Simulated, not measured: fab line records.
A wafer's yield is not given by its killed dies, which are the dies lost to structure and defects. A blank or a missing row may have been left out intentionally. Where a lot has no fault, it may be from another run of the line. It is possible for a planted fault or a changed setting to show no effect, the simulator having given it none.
2 desks, one fault | flow berkeley-cmos170 | only its own numbers are on each desk; what lay behind them is given at the end

DESK OF THE TOOL OWNER: pecvd-03
The tool's own readings at UCB170_V2_CVD_00 (deposits SiO2 from TEOS/O2, target thk 2000 nm, time 250 s): means of the sampled wafers that have a number, for each lot that ran on this tool. Any lot whose mean is over 4 standard deviations away from the usual mean is out of limits and marked OUT; that distance is given in the brackets.
Columns: A = heater-power-w at UCB170_V2_CVD_00, usual 237 W
lot  | first seen here | A
L926 | day 9 04:20     | 210
L930 | day 9 18:58     | 187
L933 | day 10 05:14    | 198
L935 | day 10 10:10    | 236
L936 | day 10 21:20    | 233
L938 | day 11 07:29    | 229
L941 | day 11 15:48    | 234
Result from this desk: across the 7 lots, nothing is out of limits.

METROLOGY DESK
Means of the sampled wafers that have a number, per lot and without regard to the tool the lot ran on: this is what the gauges read. Any lot whose mean is over 4 standard deviations away from the usual mean is out of limits and marked OUT; that distance is given in the brackets.
Columns: A = V2_TEOS_THK at UCB170_V2_THK_MEAS_01, usual 1992 nm; B = V2_POLISHED_THK at UCB170_V2_THK_MEAS_04, usual 999.4 nm
lot  | first seen here | A               | B
L927 | day 9 04:05     | 2005            | 998.9
L926 | day 9 04:29     | 1977            | 999.1
L928 | day 9 10:26     | 1992            | 997.8
L929 | day 9 16:11     | 1977            | 998.9
L931 | day 9 17:34     | 1988            | 998.4
L930 | day 9 19:08     | 1989            | 998.4
L933 | day 10 05:24    | 1991            | 998.3
L934 | day 10 08:57    | 1961            | 999.0
L935 | day 10 10:19    | 1901            | 914.5 (-71) OUT
L936 | day 10 21:29    | 1919            | 914.2 (-71) OUT
L938 | day 11 07:39    | 1847 (-5.4) OUT | 829.1 (-99 or more) OUT
L941 | day 11 15:58    | 1854 (-5.1) OUT | 828.4 (-99 or more) OUT
L940 | day 11 17:13    | 1978            | 1000.3
L943 | day 12 08:46    | 2008            | 998.7
L947 | day 13 08:53    | 1994            | 1000.2
L949 | day 13 18:13    | 1986            | 1000.2
This desk's finding: out of limits on L935, L936, L938, L941; first on L935, day 10 10:48 (V2_POLISHED_THK at UCB170_V2_THK_MEAS_04). L927, L926, L928, L929, L931, L930, L933, L934, L940, L943, L947, L949: within limits.

PUT TOGETHER
At day 10 10:48 the metrology desk could have sounded an alarm, on L935, L936, L938, L941.
The tool owner's desk saw nothing out of limits.
The tool owner's desk has L935, L936, L938, L941 on record, within its limits.
Every lot named ran UCB170_V2_CVD_00 on pecvd-03.

WHAT WAS PUT IN BY THE SIMULATOR
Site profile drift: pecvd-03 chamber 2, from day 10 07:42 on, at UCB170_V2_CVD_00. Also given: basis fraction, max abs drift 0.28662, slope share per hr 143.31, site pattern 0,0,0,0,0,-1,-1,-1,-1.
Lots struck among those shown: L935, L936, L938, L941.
Per desk, hours elapsed from the start of the fault to the first reading out of limits: for the metrology desk, 3.
